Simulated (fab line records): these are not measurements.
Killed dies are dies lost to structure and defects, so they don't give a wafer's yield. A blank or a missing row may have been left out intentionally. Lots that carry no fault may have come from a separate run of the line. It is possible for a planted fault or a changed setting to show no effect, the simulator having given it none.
Check of tool commonality -- flow ritCmos -- Lots sampled 13, wafers sampled 39

== WHY IT WAS OPENED ==
Flagged at RIT_M1_CD_MEAS_09: reading cdNm, on 1 of 13 lots. Wafers without a fault read 2599.7 nm, standard deviation 2.1.
Rule: a lot is flagged when every wafer of it that has a number lies more than 4 standard deviations from that mean, or none has a number. The rest of the lots are taken to be sound.

lot,measured,on,"cdNm (nm), wafer by wafer",flag
L786,day 3 10:00,cdSem-02,2596.5 2595.3 2598.5,
L787,day 3 12:53,cdSem-01,2601.7 2602.1 2602.4,
L789,day 4 01:56,cdSem-02,2598.9 2598.0 2599.2,
L792,day 4 16:24,cdSem-02,2598.1 2599.0 2602.0,
L793,day 4 19:25,cdSem-01,2249.7 2249.7 2249.2,FLAGGED
L800,day 6 07:25,cdSem-01,2597.1 2598.3 2597.7,
L802,day 6 15:05,cdSem-02,2599.4 2599.8 2598.7,
L803,day 6 20:45,cdSem-02,2599.4 2600.3 2600.3,
L804,day 7 03:01,cdSem-02,2604.0 2604.6 2603.5,
L805,day 7 10:46,cdSem-02,2599.3 2596.7 2598.9,
L806,day 7 16:19,cdSem-02,2594.9 2596.2 2598.6,
L807,day 7 17:42,cdSem-01,2597.8 2595.6 2598.4,
L809,day 8 07:07,cdSem-02,2602.7 2603.6 2601.7,
The numbers of the flagged lots are 2249.5 nm on average: -350.2 nm against the usual, or -99 or more standard deviations.

== TOOL THAT RAN EACH LOT ==
The record holds 1 process step before the reading, out of a route of 202 steps. In each cell: the tool, then ch and the chambers that the sampled wafers went through, then the start.
lot,flag,RIT_M1_EXPOSE_06
L786,,"ilineStepper-01 ch 0, day 3 09:34"
L787,,"ilineStepper-02 ch 0, day 3 12:28"
L789,,"ilineStepper-02 ch 0, day 4 01:30"
L792,,"ilineStepper-01 ch 0, day 4 15:58"
L793,FLAGGED,"ilineStepper-02 ch 0, day 4 18:56"
L800,,"ilineStepper-02 ch 0, day 6 06:50"
L802,,"ilineStepper-01 ch 0, day 6 14:39"
L803,,"ilineStepper-01 ch 0, day 6 20:08"
L804,,"ilineStepper-02 ch 0, day 7 02:35"
L805,,"ilineStepper-01 ch 0, day 7 10:20"
L806,,"ilineStepper-01 ch 0, day 7 15:53"
L807,,"ilineStepper-01 ch 0, day 7 17:16"
L809,,"ilineStepper-01 ch 0, day 8 06:41"
What these steps do:
- RIT_M1_EXPOSE_06: exposes mask M12, target cd 2600 nm.
- RIT_M1_CD_MEAS_09: target cd 2600 nm.

== FLAGGED AGAINST TOTAL, ONE TOOL AT A TIME (gauges that did the reading follow at the end) ==
step,tool,lots run,flagged,share of the flagged lots,sound lots run after its first flagged lot
RIT_M1_EXPOSE_06,ilineStepper-01,8,0,none,-
RIT_M1_EXPOSE_06,ilineStepper-02,5,1,all,"2 (L800,L804)"
RIT_M1_CD_MEAS_09,cdSem-01,4,1,all,"2 (L800,L807)"
RIT_M1_CD_MEAS_09,cdSem-02,9,0,none,-

== WHAT THE TABLE PERMITS ==
In 2 table rows, all flagged lots were run: ilineStepper-02 (RIT_M1_EXPOSE_06), cdSem-01 (RIT_M1_CD_MEAS_09).
- ilineStepper-02 at RIT_M1_EXPOSE_06: 1 of its 5 lots flagged. Sound lots ran on it after the first flagged one (L800, L804), which a lasting fault on the whole tool wouldn't allow.
- cdSem-01 at RIT_M1_CD_MEAS_09: 1 of its 4 lots flagged. Sound lots ran on it after the first flagged one (L800, L807), which a lasting fault on the whole tool wouldn't allow.
No row of the table ran every flagged lot and no sound lot after the first.

== WHAT HAD BEEN PUT IN BY THE SIMULATOR ==
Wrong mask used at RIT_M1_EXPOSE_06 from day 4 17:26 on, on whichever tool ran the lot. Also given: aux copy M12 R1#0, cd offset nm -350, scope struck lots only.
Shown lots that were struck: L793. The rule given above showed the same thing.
